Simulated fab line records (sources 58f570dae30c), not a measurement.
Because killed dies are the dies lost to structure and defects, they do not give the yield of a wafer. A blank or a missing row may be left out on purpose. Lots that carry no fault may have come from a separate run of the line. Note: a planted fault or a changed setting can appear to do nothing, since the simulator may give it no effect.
Chamber matching / flow berkeley cmos170 / 4 sister chambers for UCB170_V2_CMP_02 on cmp-02
The step polishes SiO2. 8 wafers are shown with their chamber, then 8 later ones without.

## WAFERS WITH THEIR CHAMBER
wafer=L735.3; chamber=3; motor current A (A)=15.8; platen rpm (rpm)=60.09
wafer=L750.2; chamber=3; motor current A (A)=15.4; platen rpm (rpm)=60.03
wafer=L750.3; chamber=0; motor current A (A)=17.6; platen rpm (rpm)=59.99
wafer=L750.4; chamber=1; motor current A (A)=15.4; platen rpm (rpm)=60.00
wafer=L751.1; chamber=1; motor current A (A)=15.6; platen rpm (rpm)=59.93
wafer=L751.2; chamber=0; motor current A (A)=18.6; platen rpm (rpm)=59.94
wafer=L751.3; chamber=2; motor current A (A)=18.4; platen rpm (rpm)=59.95
wafer=L754.1; chamber=2; motor current A (A)=17.7; platen rpm (rpm)=59.98

## WAFERS WHOSE CHAMBER IS MISSING
wafer=L754.4; motor current A (A)=15.8; platen rpm (rpm)=60.04
wafer=L754.6; motor current A (A)=18.0; platen rpm (rpm)=60.03
wafer=L755.1; motor current A (A)=16.7; platen rpm (rpm)=59.92
wafer=L755.4; motor current A (A)=15.8; platen rpm (rpm)=59.97
wafer=L755.5; motor current A (A)=15.5; platen rpm (rpm)=59.96
wafer=L757.3; motor current A (A)=18.9; platen rpm (rpm)=60.05
wafer=L757.4; motor current A (A)=18.3; platen rpm (rpm)=59.99
wafer=L757.5; motor current A (A)=15.9; platen rpm (rpm)=60.01

## WHICH CHAMBER EACH WENT THROUGH
wafer=L754.4; from the rows above=can't be placed: 3 or 1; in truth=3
wafer=L754.6; from the rows above=can't be placed: 2 or 0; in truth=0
wafer=L755.1; from the rows above=can't be placed: 1 or 2 or 0 or 3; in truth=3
wafer=L755.4; from the rows above=can't be placed: 1 or 3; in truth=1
wafer=L755.5; from the rows above=1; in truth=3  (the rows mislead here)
wafer=L757.3; from the rows above=can't be placed: 0 or 2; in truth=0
wafer=L757.4; from the rows above=can't be placed: 0 or 2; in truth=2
wafer=L757.5; from the rows above=can't be placed: 3 or 1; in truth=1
Correctly placed: 0 of 8. Cannot be placed on the basis of these rows: 7; the candidates contain the true chamber in 7. Wrongly placed: 1.
How it was worked out, from the rows above alone: a wafer's distance from a chamber is the root of the sum, over the readings, of the square of ((its reading less the chamber's mean) divided by the reading's scatter). The wafer belongs to the nearest chamber; if the next one is less than 2 further off, it can't be placed. A chamber's mean is the mean of its shown wafers. How the scatter is found: for the shown wafers, subtract from each reading the mean of its chamber, square and add these, divide the total by (wafers less chambers), then take the root.
